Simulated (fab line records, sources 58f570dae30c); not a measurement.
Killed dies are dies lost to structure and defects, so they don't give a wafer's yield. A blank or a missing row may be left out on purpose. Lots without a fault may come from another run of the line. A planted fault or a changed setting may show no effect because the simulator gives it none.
One fault seen from 2 desks | flow berkeley_cmos170 | each desk has only its own numbers; what lay behind them comes last

THE METROLOGY DESK
What the gauges read, lot by lot, whatever tool the lot ran on: means of the sampled wafers that have a number. A lot is out of limits, marked OUT, if its mean lies more than 4 standard deviations from the usual mean; the brackets give that distance.
Columns: A = NWELL_OXIDE_THK at UCB170_NWELL_THK_MEAS_02, usual 26.6 nm; B = PWELL_OXIDE_THK at UCB170_PWELL_THK_MEAS_03, usual 26.5 nm
lot  | first seen here | A    | B
L263 | day 2 00:02     | 26.5 | 26.9
L264 | day 2 05:33     | 27.3 | 26.4
L265 | day 2 09:31     | 26.9 | 27.1
L275 | day 4 10:31     | 27.1 | 27.5
L276 | day 4 22:42     | 26.2 | 26.7
L278 | day 4 22:46     | 26.4 | 26.3
L280 | day 5 13:49     | 25.7 | 25.9
L281 | day 5 15:47     | 25.8 | 26.3
L283 | day 6 04:19     | 26.6 | 26.8
L284 | day 6 05:40     | 26.9 | 26.5
L285 | day 6 10:37     | 26.5 | 26.7
L286 | day 6 16:16     | 27.4 | 26.5
This desk's finding: nothing out of limits on any of the 12 lots.

THE TOOL OWNER'S DESK: litho_track-04
The tool's own readings at UCB170_PVT_HMDS_00 (prime time 60 s): means of the sampled wafers that have a number, for each lot that ran on this tool. A lot is out of limits, marked OUT, if its mean lies more than 4 standard deviations from the usual mean; the brackets give that distance.
Columns: A = prime_temp_c at UCB170_PVT_HMDS_00, usual 100.01 C
lot  | first seen here | A
L263 | day 5 04:43     | 99.93
L275 | day 7 13:23     | 103.59 (+28) OUT
L276 | day 8 08:10     | 103.62 (+28) OUT
This desk's finding: out of limits on L275, L276; first on L275, day 7 13:23 (prime_temp_c at UCB170_PVT_HMDS_00). In limits: L263.

PUT TOGETHER
The tool owner's desk could have raised an alarm at day 7 13:23, on L275, L276.
The metrology desk saw nothing out of limits.
The metrology desk has L275, L276 on record, within its limits.
Of the lots named, all ran UCB170_PVT_HMDS_00 on litho_track-04.

WHAT THE SIMULATOR HAD PUT IN
Process parameter drift: litho_track-04, from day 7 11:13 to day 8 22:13, at UCB170_PVT_HMDS_00. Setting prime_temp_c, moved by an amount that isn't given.
Lots struck among those shown: L275, L276.
Hours from the fault's start to each desk's first reading out of limits: the tool owner's desk, 2.
